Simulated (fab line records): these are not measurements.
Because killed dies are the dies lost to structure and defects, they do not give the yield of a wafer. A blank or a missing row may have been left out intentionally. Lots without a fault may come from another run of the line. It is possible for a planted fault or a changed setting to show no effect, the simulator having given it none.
fab line records / flow berkeleyCmos170
[record] lots = 15 wafers = 45 lastDay = 12
route steps=331 shown SPACER@173 PLDD@208
lots untouched by any fault: they come from a run of this same line in which no faults occurred
startH: start of the lot's first displayed wafer, in hours after the record's first day / waitH: hours elapsed since this lot's preceding step / " the same as in the row above / L1.1+2: several wafers, shown together as one row / - either no value or no given start / * or withheld: withheld / < > ~ a bound
route shown NAME@n: NAME is a module with steps in the file, n the number in the route of the first one / usual: mean/standard deviation taken from wafers without a fault / same: alike in all rows / chamber/n: place in a boat / sites: per-site readings / _std_site: the standard deviation of these / _edge_site: mean of outer sites minus mean of inner sites / radiusMm: for every site, how far away it sits from the centre of the wafer / mask NAME#n: copy n / behind: the tool/chamber that last shaped the wafer / hold: what put the lot on hold/how long, in hours/how the hold closed / device: whichever transistor did not switch (one of n, p or np) / end of line: the tests these same wafers got at the end of their route / a step given without rows: its recipe and nothing more / killed: dies that structure and defects cost at the first sort, which is not the same as the wafer's yield / map: per-die view of a wafer (x killed, . not killed, _ where there is no die)
set.NAME: setting as actually run; set.NAME@STEP: the setting as run at that earlier step / model.NAME: the simulator's own value behind a step, which no gauge read
route steps across a sampled set of lots; one table per step, one row per wafer
services: the hour from which a tool's chamber was out of use, counted from the record's first day as startH (under 0 if before that day), plus the number of hours and why
[[steps]]
[step UCB170_SPACER_ANNEAL_02]
[recipe] tempC = 900 timeS = 1800 ambient = N2
[usual] spikeTcCentreC = 902.7/1.4 spikeTcSourceC = 925.1/2
lot.wafer=L546.1 tool=furnace-01 chamber=0 startH=130.65 waitH=7.0 spikeTcCentreC=903.4 spikeTcSourceC=926.0
lot.wafer=L546.2 tool=furnace-01 chamber=0 startH=130.65 waitH=7.0 spikeTcCentreC=902.8 spikeTcSourceC=925.0
lot.wafer=L546.6 tool=furnace-01 chamber=0 startH=130.65 waitH=7.0 spikeTcCentreC=901.3 spikeTcSourceC=926.4
lot.wafer=L547.1 tool=furnace-01 chamber=0 startH=130.65 waitH=6.3 spikeTcCentreC=903.3 spikeTcSourceC=924.8
lot.wafer=L547.2 tool=furnace-01 chamber=0 startH=130.65 waitH=6.3 spikeTcCentreC=905.0 spikeTcSourceC=925.7
lot.wafer=L547.3 tool=furnace-01 chamber=0 startH=130.65 waitH=6.3 spikeTcCentreC=901.7 spikeTcSourceC=926.3
lot.wafer=L548.1 tool=furnace-02 chamber=0 startH=138.15 waitH=2.5 spikeTcCentreC=899.8 spikeTcSourceC=919.0
lot.wafer=L548.3 tool=furnace-02 chamber=0 startH=138.15 waitH=2.5 spikeTcCentreC=899.9 spikeTcSourceC=919.2
lot.wafer=L548.5 tool=furnace-02 chamber=0 startH=138.15 waitH=2.5 spikeTcCentreC=900.2 spikeTcSourceC=921.0
lot.wafer=L549.1 tool=furnace-01 chamber=0 startH=150.06 waitH=1.1 spikeTcCentreC=902.7 spikeTcSourceC=925.5
lot.wafer=L549.2 tool=furnace-01 chamber=0 startH=150.06 waitH=1.1 spikeTcCentreC=902.7 spikeTcSourceC=927.5
lot.wafer=L549.5 tool=furnace-01 chamber=0 startH=150.06 waitH=1.1 spikeTcCentreC=904.8 spikeTcSourceC=926.7
lot.wafer=L550.3 tool=furnace-01 chamber=0 startH=150.06 waitH=1.5 spikeTcCentreC=900.9 spikeTcSourceC=926.6
lot.wafer=L550.4 tool=furnace-01 chamber=0 startH=150.06 waitH=1.5 spikeTcCentreC=904.3 spikeTcSourceC=927.3
lot.wafer=L550.6 tool=furnace-01 chamber=0 startH=150.06 waitH=1.5 spikeTcCentreC=902.2 spikeTcSourceC=924.0
lot.wafer=L551.1 tool=furnace-01 chamber=0 startH=150.06 waitH=0.8 spikeTcCentreC=903.6 spikeTcSourceC=926.1
lot.wafer=L551.2 tool=furnace-01 chamber=0 startH=150.06 waitH=0.8 spikeTcCentreC=903.0 spikeTcSourceC=926.3
lot.wafer=L551.6 tool=furnace-01 chamber=0 startH=150.06 waitH=0.8 spikeTcCentreC=902.3 spikeTcSourceC=926.9
lot.wafer=L552.2 tool=furnace-01 chamber=0 startH=174.91 waitH=2.5 spikeTcCentreC=900.7 spikeTcSourceC=927.0
lot.wafer=L552.5 tool=furnace-01 chamber=0 startH=174.91 waitH=2.5 spikeTcCentreC=903.1 spikeTcSourceC=925.7
lot.wafer=L552.6 tool=furnace-01 chamber=0 startH=174.91 waitH=2.5 spikeTcCentreC=902.6 spikeTcSourceC=926.1
lot.wafer=L553.1 tool=furnace-01 chamber=0 startH=174.91 waitH=2.2 spikeTcCentreC=903.2 spikeTcSourceC=925.5
lot.wafer=L553.2 tool=furnace-01 chamber=0 startH=174.91 waitH=2.2 spikeTcCentreC=902.3 spikeTcSourceC=926.8
lot.wafer=L553.6 tool=furnace-01 chamber=0 startH=174.91 waitH=2.2 spikeTcCentreC=903.5 spikeTcSourceC=925.3
lot.wafer=L554.1 tool=furnace-01 chamber=0 startH=174.91 waitH=1.7 spikeTcCentreC=903.5 spikeTcSourceC=925.1
lot.wafer=L554.3 tool=furnace-01 chamber=0 startH=174.91 waitH=1.7 spikeTcCentreC=902.3 spikeTcSourceC=926.3
lot.wafer=L554.5 tool=furnace-01 chamber=0 startH=174.91 waitH=1.7 spikeTcCentreC=905.0 spikeTcSourceC=924.3
lot.wafer=L555.3 tool=furnace-01 chamber=0 startH=180.36 waitH=2.8 spikeTcCentreC=867.8 spikeTcSourceC=925.8
lot.wafer=L555.4 tool=furnace-01 chamber=0 startH=180.36 waitH=2.8 spikeTcCentreC=868.7 spikeTcSourceC=926.5
lot.wafer=L555.6 tool=furnace-01 chamber=0 startH=180.36 waitH=2.8 spikeTcCentreC=867.0 spikeTcSourceC=926.0
lot.wafer=L556.4 tool=furnace-01 chamber=0 startH=180.36 waitH=2.9 spikeTcCentreC=867.0 spikeTcSourceC=927.2
lot.wafer=L556.5 tool=furnace-01 chamber=0 startH=180.36 waitH=2.9 spikeTcCentreC=868.2 spikeTcSourceC=925.8
lot.wafer=L556.6 tool=furnace-01 chamber=0 startH=180.36 waitH=2.9 spikeTcCentreC=866.9 spikeTcSourceC=927.9
lot.wafer=L560.1 tool=furnace-03 chamber=0 startH=203.81 waitH=5.2 spikeTcCentreC=904.4 spikeTcSourceC=924.2
lot.wafer=L560.2 tool=furnace-03 chamber=0 startH=203.81 waitH=5.2 spikeTcCentreC=904.1 spikeTcSourceC=925.9
lot.wafer=L560.4 tool=furnace-03 chamber=0 startH=203.81 waitH=5.2 spikeTcCentreC=903.4 spikeTcSourceC=923.9
lot.wafer=L562.1 tool=furnace-01 chamber=0 startH=213.41 waitH=4.8 spikeTcCentreC=867.8 spikeTcSourceC=926.0
lot.wafer=L562.4 tool=furnace-01 chamber=0 startH=213.41 waitH=4.8 spikeTcCentreC=866.0 spikeTcSourceC=926.3
lot.wafer=L562.5 tool=furnace-01 chamber=0 startH=213.41 waitH=4.8 spikeTcCentreC=867.5 spikeTcSourceC=929.9
lot.wafer=L566.2 tool=furnace-03 chamber=0 startH=243.99 waitH=7.0 spikeTcCentreC=905.5 spikeTcSourceC=924.3
lot.wafer=L566.3 tool=furnace-03 chamber=0 startH=243.99 waitH=7.0 spikeTcCentreC=905.1 spikeTcSourceC=925.6
lot.wafer=L566.5 tool=furnace-03 chamber=0 startH=243.99 waitH=7.0 spikeTcCentreC=904.1 spikeTcSourceC=923.7
lot.wafer=L567.1 tool=furnace-03 chamber=0 startH=243.99 waitH=6.9 spikeTcCentreC=904.8 spikeTcSourceC=926.7
lot.wafer=L567.5 tool=furnace-03 chamber=0 startH=243.99 waitH=6.9 spikeTcCentreC=902.5 spikeTcSourceC=924.5
lot.wafer=L567.6 tool=furnace-03 chamber=0 startH=243.99 waitH=6.9 spikeTcCentreC=904.4 spikeTcSourceC=925.5
[step UCB170_SDANNEAL_RS_MEAS_04]
[recipe] thkMeasGauge = four-point-probe
[usual] PLDD_RS = 1031.5/2.9
lot.wafer=L546.1 tool=filmMetro-03 chamber=- startH=136.71 waitH=0.1 PLDD_RS[ohm/sq]=1036.3
lot.wafer=L546.2 tool=filmMetro-03 chamber=- startH=136.71 waitH=0.1 PLDD_RS[ohm/sq]=1034.8
lot.wafer=L546.6 tool=filmMetro-03 chamber=- startH=136.71 waitH=0.1 PLDD_RS[ohm/sq]=1035.8
lot.wafer=L547.1 tool=filmMetro-02 chamber=- startH=136.96 waitH=0.1 PLDD_RS[ohm/sq]=1027.2
lot.wafer=L547.2 tool=filmMetro-02 chamber=- startH=136.96 waitH=0.1 PLDD_RS[ohm/sq]=1028.3
lot.wafer=L547.3 tool=filmMetro-02 chamber=- startH=136.96 waitH=0.1 PLDD_RS[ohm/sq]=1032.6
lot.wafer=L548.1 tool=filmMetro-02 chamber=- startH=146.17 waitH=0.1 PLDD_RS[ohm/sq]=1027.5
lot.wafer=L548.3 tool=filmMetro-02 chamber=- startH=146.17 waitH=0.1 PLDD_RS[ohm/sq]=1031.3
lot.wafer=L548.5 tool=filmMetro-02 chamber=- startH=146.17 waitH=0.1 PLDD_RS[ohm/sq]=1028.7
lot.wafer=L550.3 tool=filmMetro-03 chamber=- startH=157.59 waitH=0.1 PLDD_RS[ohm/sq]=1035.0
lot.wafer=L550.4 tool=filmMetro-03 chamber=- startH=157.59 waitH=0.1 PLDD_RS[ohm/sq]=1033.7
lot.wafer=L550.6 tool=filmMetro-03 chamber=- startH=157.59 waitH=0.1 PLDD_RS[ohm/sq]=1033.2
lot.wafer=L551.1 tool=filmMetro-01 chamber=- startH=157.90 waitH=0.1 PLDD_RS[ohm/sq]=1032.3
lot.wafer=L551.2 tool=filmMetro-01 chamber=- startH=157.90 waitH=0.1 PLDD_RS[ohm/sq]=1028.6
lot.wafer=L551.6 tool=filmMetro-01 chamber=- startH=157.90 waitH=0.1 PLDD_RS[ohm/sq]=1031.4
lot.wafer=L549.1 tool=filmMetro-03 chamber=- startH=158.29 waitH=0.1 PLDD_RS[ohm/sq]=1029.8
lot.wafer=L549.2 tool=filmMetro-03 chamber=- startH=158.29 waitH=0.1 PLDD_RS[ohm/sq]=1026.5
lot.wafer=L549.5 tool=filmMetro-03 chamber=- startH=158.29 waitH=0.1 PLDD_RS[ohm/sq]=1030.1
lot.wafer=L552.2 tool=filmMetro-03 chamber=- startH=181.84 waitH=0.1 PLDD_RS[ohm/sq]=1032.3
lot.wafer=L552.5 tool=filmMetro-03 chamber=- startH=181.84 waitH=0.1 PLDD_RS[ohm/sq]=1029.6
lot.wafer=L552.6 tool=filmMetro-03 chamber=- startH=181.84 waitH=0.1 PLDD_RS[ohm/sq]=1030.6
lot.wafer=L553.1 tool=filmMetro-01 chamber=- startH=182.06 waitH=0.1 PLDD_RS[ohm/sq]=1035.2
lot.wafer=L553.2 tool=filmMetro-01 chamber=- startH=182.06 waitH=0.1 PLDD_RS[ohm/sq]=1033.9
lot.wafer=L553.6 tool=filmMetro-01 chamber=- startH=182.06 waitH=0.1 PLDD_RS[ohm/sq]=1032.3
lot.wafer=L554.1 tool=filmMetro-02 chamber=- startH=182.27 waitH=0.1 PLDD_RS[ohm/sq]=1030.7
lot.wafer=L554.3 tool=filmMetro-02 chamber=- startH=182.27 waitH=0.1 PLDD_RS[ohm/sq]=1027.6
lot.wafer=L554.5 tool=filmMetro-02 chamber=- startH=182.27 waitH=0.1 PLDD_RS[ohm/sq]=1031.9
lot.wafer=L556.4 tool=filmMetro-01 chamber=- startH=186.17 waitH=0.1 PLDD_RS[ohm/sq]=1124.9
lot.wafer=L556.5 tool=filmMetro-01 chamber=- startH=186.17 waitH=0.1 PLDD_RS[ohm/sq]=1120.3
lot.wafer=L556.6 tool=filmMetro-01 chamber=- startH=186.17 waitH=0.1 PLDD_RS[ohm/sq]=1107.7
lot.wafer=L555.3 tool=filmMetro-03 chamber=- startH=186.53 waitH=0.1 PLDD_RS[ohm/sq]=1069.7
lot.wafer=L555.4 tool=filmMetro-03 chamber=- startH=186.53 waitH=0.1 PLDD_RS[ohm/sq]=1059.8
lot.wafer=L555.6 tool=filmMetro-03 chamber=- startH=186.53 waitH=0.1 PLDD_RS[ohm/sq]=1043.7
lot.wafer=L560.1 tool=filmMetro-01 chamber=- startH=211.26 waitH=0.1 PLDD_RS[ohm/sq]=1028.8
lot.wafer=L560.2 tool=filmMetro-01 chamber=- startH=211.26 waitH=0.1 PLDD_RS[ohm/sq]=1027.3
lot.wafer=L560.4 tool=filmMetro-01 chamber=- startH=211.26 waitH=0.1 PLDD_RS[ohm/sq]=1028.1
lot.wafer=L562.1 tool=filmMetro-03 chamber=- startH=220.62 waitH=0.1 PLDD_RS[ohm/sq]=1096.2
lot.wafer=L562.4 tool=filmMetro-03 chamber=- startH=220.62 waitH=0.1 PLDD_RS[ohm/sq]=1054.5
lot.wafer=L562.5 tool=filmMetro-03 chamber=- startH=220.62 waitH=0.1 PLDD_RS[ohm/sq]=1055.0
lot.wafer=L567.1 tool=filmMetro-02 chamber=- startH=250.11 waitH=0.1 PLDD_RS[ohm/sq]=1031.6
lot.wafer=L567.5 tool=filmMetro-02 chamber=- startH=250.11 waitH=0.1 PLDD_RS[ohm/sq]=1032.2
lot.wafer=L567.6 tool=filmMetro-02 chamber=- startH=250.11 waitH=0.1 PLDD_RS[ohm/sq]=1032.6
lot.wafer=L566.2 tool=filmMetro-02 chamber=- startH=253.63 waitH=0.1 PLDD_RS[ohm/sq]=1030.4
lot.wafer=L566.3 tool=filmMetro-02 chamber=- startH=253.63 waitH=0.1 PLDD_RS[ohm/sq]=1034.0
lot.wafer=L566.5 tool=filmMetro-02 chamber=- startH=253.63 waitH=0.1 PLDD_RS[ohm/sq]=1027.0
[[services]]
tool=furnace-02 chamber=- startH=122.01 hours=5.6 kind=pm
tool=furnace-03 chamber=- startH=189.42 hours=3.5 kind=pm
tool=furnace-02 chamber=- startH=210.26 hours=3.3 kind=pm
[[key]]
[firstSign] step = UCB170_SPACER_ANNEAL_02 reading = spikeTcCentreC direction = down sigmas = 25 usual = 902.7 struck = 867.4
[effect] step = UCB170_SDANNEAL_RS_MEAS_04 reading = PLDD_RS direction = up sigmas = 17 usual = 1031.5 struck = 1081.3
metAt UCB170_SPACER_ANNEAL_02
struckLots L555,L556,L562
testerLeftOut L555,L556,L562
onsetBetween 174.91 180.36
[fault] kind = processParameterDrift tool = furnace-01 chamber = - onsetH = 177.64 steps = UCB170_SPACER_ANNEAL_02 channel = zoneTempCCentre offset = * shape = step endH = 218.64
// testerLeftOut: of these lots the tester's yield and bins aren't shown, on N5 and GAA mostly nor the transistor test; their killed dies are dies lost to structure and defects alone, not to doping, threshold or leakage, so they don't give the yield
